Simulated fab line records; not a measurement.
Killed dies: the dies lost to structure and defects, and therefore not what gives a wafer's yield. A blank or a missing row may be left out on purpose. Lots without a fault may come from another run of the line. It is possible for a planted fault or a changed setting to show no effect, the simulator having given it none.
A lot that was struck, set against a sound lot    flow berkeleyCmos170    19 out of 331 route steps
Sound: the wafers L504.1, L504.3, L504.4. The struck wafers were L494.3, L494.4, L494.6. Last of all comes the cause.
At each step with rows: each side's tool, then ch and its chambers, then its first start. Under that, the readings that differ: sound wafers    struck wafers    difference of the means    sigmas: that difference in standard deviations of wafers without a fault.
alike: readings with means less than 2 such deviations apart, plus words and numbers identical on both sides. not compared: withheld readings, readings lacking a value on some wafer, bounds such as >300 that could conceal the same value, and numbers that have no deviation in the record and whose values overlap.
The two part at a step that has a row with sigmas, a row that says differs or no value, or rows on one side only. Numbers that don't overlap but have no deviation are shown without sigmas and don't part them. A reading that every wafer of one side lacks parts them only if that side has two wafers or more.

first, 4 steps without rows for these wafers: UCB170_WELLDRIVE_WET_ETCH_04 (etches SiO2 in BOE, time 120 s); UCB170_ACTIVE_CLEAN_00 (cleans in SPM, time 600 s); UCB170_ACTIVE_CLEAN_01 (cleans in dHF, time 60 s); UCB170_ACTIVE_OXIDATION_02 (target thk 26.4 nm, ox time 1260 s).
UCB170_ACTIVE_THK_MEAS_03:
  sound on filmMetro-01, day 8 14:02; struck on filmMetro-01, day 6 08:07
  alike: ACTIVE_OXIDE_THK
then, 2 steps without rows for these wafers: UCB170_ACTIVE_ANNEAL_04 (time 900 s); UCB170_ACTIVE_CVD_05 (deposits Si3N4 from SiH2Cl2/NH3, target thk 220 nm, time 3300 s).
UCB170_ACTIVE_THK_MEAS_06:
  sound on filmMetro-01, day 8 22:13; struck on filmMetro-04, day 6 17:06
  alike: ACTIVE_NITRIDE_THK
then, 4 steps without rows for these wafers: UCB170_ACTIVE_HMDS_07 (prime time 60 s); UCB170_ACTIVE_COAT_08 (resist thk 900 nm); UCB170_ACTIVE_SOFTBAKE_09 (time 60 s); UCB170_ACTIVE_EXPOSE_10 (exposes mask ACTIVE, target cd 1200 nm).
UCB170_ACTIVE_PEB_11:
  sound on lithoTrack-01 ch 0, day 8 22:58; struck on lithoTrack-03 ch 0, day 6 18:25
reading                sound                 struck                difference  sigmas
heaterPowerTotalW (W)  56.80 56.76 56.76     57.26 57.33 57.34     +0.54       +11
plateTempC (C)         129.83 129.82 129.90  130.75 130.79 130.96  +0.98       +7
  alike: exhaustPa
then, 1 step without rows for these wafers: UCB170_ACTIVE_DEVELOP_12 (develop time 45 s).
UCB170_ACTIVE_CD_MEAS_13: the cd target is 1200 nm.
  sound on cdSem-01, day 8 23:18; struck on cdSem-01, day 6 18:41
reading    sound                 struck                difference  sigmas
cdNm (nm)  1200.0 1199.0 1198.4  1192.8 1193.2 1193.5  -6.0        -4
UCB170_ACTIVE_OVL_MEAS_14:
  sound on overlay-02, day 8 23:25; struck on overlay-01, day 6 18:46
  alike: ACTIVE_OVL
UCB170_ACTIVE_ETCH_15: etches Si3N4 in CH3F/Ar/O2, stops on SiO2, target depth 242 nm, time 151 s.
  sound on rieDiel-01 ch 0,1,3, day 8 23:28; struck on rieDiel-04 ch 0,2, day 6 18:48
reading                 sound           struck          difference  sigmas
model.ACTIVE.cdNm (nm)  1199 1199 1199  1193 1193 1194  -6          
  alike: drypumpMotorCurrentA, oesProductAu, throttleValvePct
  not compared: rfHoursCounterH
UCB170_ACTIVE_STRIP_16: strips in O2.
  sound on plasmaAsher-03 ch 0,1, day 8 23:34; struck on plasmaAsher-02 ch 0,1, day 6 18:56
  alike: drypumpMotorCurrentA, oesProductAu, stripTimeToEndpointS
  not compared: rfHoursCounterH
-- the record jumps here: 4 days lie between the struck wafers' starts before and after (it left off in module ACTIVE and takes up again in module M3, whose first step shown is number 331 of the route) --
UCB170_M3_PROBE_99:
  the record has rows for the struck wafers here (prober-02, day 10 20:18) and none for the sound ones

WHERE THEY PART
First at UCB170_ACTIVE_PEB_11; last, within this record, at UCB170_M3_PROBE_99.

WHY: whatever the simulator had introduced
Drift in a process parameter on lithoTrack-03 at UCB170_ACTIVE_PEB_11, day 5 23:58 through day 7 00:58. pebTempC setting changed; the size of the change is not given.
